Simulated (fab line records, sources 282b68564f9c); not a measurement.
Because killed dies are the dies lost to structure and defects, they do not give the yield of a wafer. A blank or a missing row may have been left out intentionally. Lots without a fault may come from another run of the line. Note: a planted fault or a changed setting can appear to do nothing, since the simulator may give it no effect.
Which tool did it? ; flow rit cmos ; 42 wafers from 14 lots sampled at 2 of the route's 202 steps

## WHAT THE GAUGES SHOWED, per wafer
RIT_WELLDRIVE_RS_MEAS_01: measures by four-point-probe.
lot;measured;on;NWELL_RS (ohm/sq)
L275;day 2 05:40;film metro-04;275.7 276.3 276.2
L276;day 2 09:49;film metro-02;276.6 276.2 277.2
L277;day 2 13:55;film metro-02;274.3 275.8 275.2
L279;day 3 01:01;film metro-02;274.6 274.6 275.1
L280;day 3 06:06;film metro-02;275.3 275.8 275.9
L281;day 3 12:30;film metro-02;275.4 275.6 275.9
L282;day 3 16:44;film metro-01;275.9 275.3 276.3
L283;day 3 20:16;film metro-01;274.3 274.1 274.5
L284;day 4 01:21;film metro-04;275.8 274.3 275.6
L288;day 4 22:08;film metro-02;275.2 275.1 275.5
L290;day 5 06:31;film metro-04;268.1 268.1 268.1
L294;day 6 02:33;film metro-01;267.0 267.0 266.9
L297;day 6 19:01;film metro-01;275.8 275.5 274.2
L298;day 7 01:33;film metro-02;276.1 276.3 276.4

## EACH LOT AND THE TOOL THAT RAN IT (in order: tool; ch and the chambers of the sampled wafers; start)
lot;RIT_NWELL_IMPLANT_08
L275;implanter-04 ch 0, day 1 22:24
L276;implanter-04 ch 0, day 2 02:48
L277;implanter-03 ch 0, day 2 06:47
L279;implanter-02 ch 0, day 2 17:47
L280;implanter-02 ch 0, day 2 22:28
L281;implanter-02 ch 0, day 3 05:20
L282;implanter-02 ch 0, day 3 09:27
L283;implanter-03 ch 0, day 3 13:01
L284;implanter-03 ch 0, day 3 17:29
L288;implanter-04 ch 0, day 4 15:04
L290;implanter-04 ch 0, day 4 23:25
L294;implanter-04 ch 0, day 5 19:32
L297;implanter-03 ch 0, day 6 11:41
L298;implanter-03 ch 0, day 6 18:16
- RIT_NWELL_IMPLANT_08

## WHAT THE TOOLS THEMSELVES READ (means of the sampled wafers that have a number; where no wafer has one, the mark that the record gives instead)
RIT_NWELL_IMPLANT_08.
lot;tool;beam energy keV;dose ions cm2
L275;implanter-04;170.06;5.005e+13
L276;implanter-04;169.98;5.001e+13
L277;implanter-03;169.98;4.996e+13
L279;implanter-02;169.95;5.014e+13
L280;implanter-02;170.01;5.004e+13
L281;implanter-02;170.03;4.997e+13
L282;implanter-02;170.01;4.998e+13
L283;implanter-03;169.97;5.005e+13
L284;implanter-03;169.98;5.007e+13
L288;implanter-04;169.99;5.000e+13
L290;implanter-04;169.92;5.244e+13
L294;implanter-04;170.03;5.239e+13
L297;implanter-03;170.01;5.002e+13
L298;implanter-03;169.99;4.997e+13

## THE ANSWER, worked out from the rows above alone
Rule: the usual values come from the lots themselves. Put in order of their means at a reading, lots are off if they are a third of the lots or fewer, leave a main group of 4 or more, and stand apart from it by a gap of 3 or more times the standard deviation of the main group's means; of several such gaps the widest counts. Not used: any main group whose means are identical at the precision the tables above print for the reading. Also off: a lot with no number at a reading for which 4 or more lots have one. All remaining lots with rows at the step are treated as sound. The gauges are gone through in route order, then the tools' own readings, and for those a lot's mean is taken as printed above. At the first step where some lot is off, the reading lying furthest off is the one used; lots without a number count as furthest.
Off: at RIT_WELLDRIVE_RS_MEAS_01 (NWELL_RS), L290, L294. Mean 275.5 ohm/sq and standard deviation 0.63 in the main group.
A tool fits if, at a process step before that reading, it ran every lot that is off, and no sound lot after the first of them. The gauges at RIT_WELLDRIVE_RS_MEAS_01 aren't tried: what is off there is off at RIT_NWELL_IMPLANT_08 too, on other tools, and a gauge's error can't cause that. One fits: implanter-04 at RIT_NWELL_IMPLANT_08. A fault onset in the window from L288 (day 4 15:04, its last sound lot) to L290 (day 4 23:25, its first lot off) fits.
The tool's own readings at RIT_NWELL_IMPLANT_08 bear it out: on the lots that are off they differ by more than 5 times the standard deviation of the sound lots' means. dose ions cm2 reads 5.242e+13 there against 5.002e+13 on the sound lots.

## WHAT THE SIMULATOR HAD INSERTED
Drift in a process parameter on implanter-04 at RIT_NWELL_IMPLANT_08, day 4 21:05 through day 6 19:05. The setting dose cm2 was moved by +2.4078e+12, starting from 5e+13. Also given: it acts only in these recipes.
Struck lots among those shown: L290, L294. The same result came from the rule above.
